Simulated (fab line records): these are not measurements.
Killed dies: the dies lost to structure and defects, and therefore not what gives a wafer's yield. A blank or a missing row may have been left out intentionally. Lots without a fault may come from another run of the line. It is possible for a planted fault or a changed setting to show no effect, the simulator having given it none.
Which tool did it? :: flow ritCmos :: 6 lots, 18 wafers sampled, at 2 steps of a route of 202

## WHAT EACH GAUGE READ, for each wafer
RIT_FOX2_THK_MEAS_01.
lot: L453
measured: day 2 01:07
on: filmMetro-03
FOX2_OXIDE_THK (nm): 354 350 352

lot: L455
measured: day 2 10:47
on: filmMetro-04
FOX2_OXIDE_THK (nm): 344 352 349

lot: L457
measured: day 2 21:34
on: filmMetro-03
FOX2_OXIDE_THK (nm): 354 355 349

lot: L463
measured: day 4 05:09
on: filmMetro-04
FOX2_OXIDE_THK (nm): 342 343 344

lot: L471
measured: day 5 19:01
on: filmMetro-04
FOX2_OXIDE_THK (nm): 351 349 338

lot: L473
measured: day 6 05:34
on: filmMetro-01
FOX2_OXIDE_THK (nm): 362 362 357

## WHICH TOOL RAN EACH LOT (tool, then ch and the chambers of the sampled wafers, then the start)
lot: L453
RIT_ACTIVE_OXIDATION_01: furnace-01 ch 0, day 1 15:16

lot: L455
RIT_ACTIVE_OXIDATION_01: furnace-04 ch 0, day 2 01:07

lot: L457
RIT_ACTIVE_OXIDATION_01: furnace-01 ch 0, day 2 12:11

lot: L463
RIT_ACTIVE_OXIDATION_01: furnace-04 ch 0, day 3 17:07

lot: L471
RIT_ACTIVE_OXIDATION_01: furnace-01 ch 0, day 5 09:58

lot: L473
RIT_ACTIVE_OXIDATION_01: furnace-01 ch 0, day 5 19:41
- RIT_ACTIVE_OXIDATION_01: target thk 46.8 nm, ox time 3360 s.

## THE ANSWER, worked out from the rows above alone
Rule: usual is defined by the lots themselves. The widest of any qualifying gaps counts: lots, ordered by their means at a reading, are off when they make up no more than a third of the lots, leave a main group of 4 or more, and stand apart from it by 3 or more times the standard deviation of that group's means. A main group whose means are all the same, to the digits that the tables above print for the reading, isn't used. Also off: a lot with no number at a reading for which 4 or more lots have one. Any other lot the step has rows for is counted as sound.
None of the lots is off at any reading shown; this tells nothing.

## WHAT HAD BEEN PUT IN BY THE SIMULATOR
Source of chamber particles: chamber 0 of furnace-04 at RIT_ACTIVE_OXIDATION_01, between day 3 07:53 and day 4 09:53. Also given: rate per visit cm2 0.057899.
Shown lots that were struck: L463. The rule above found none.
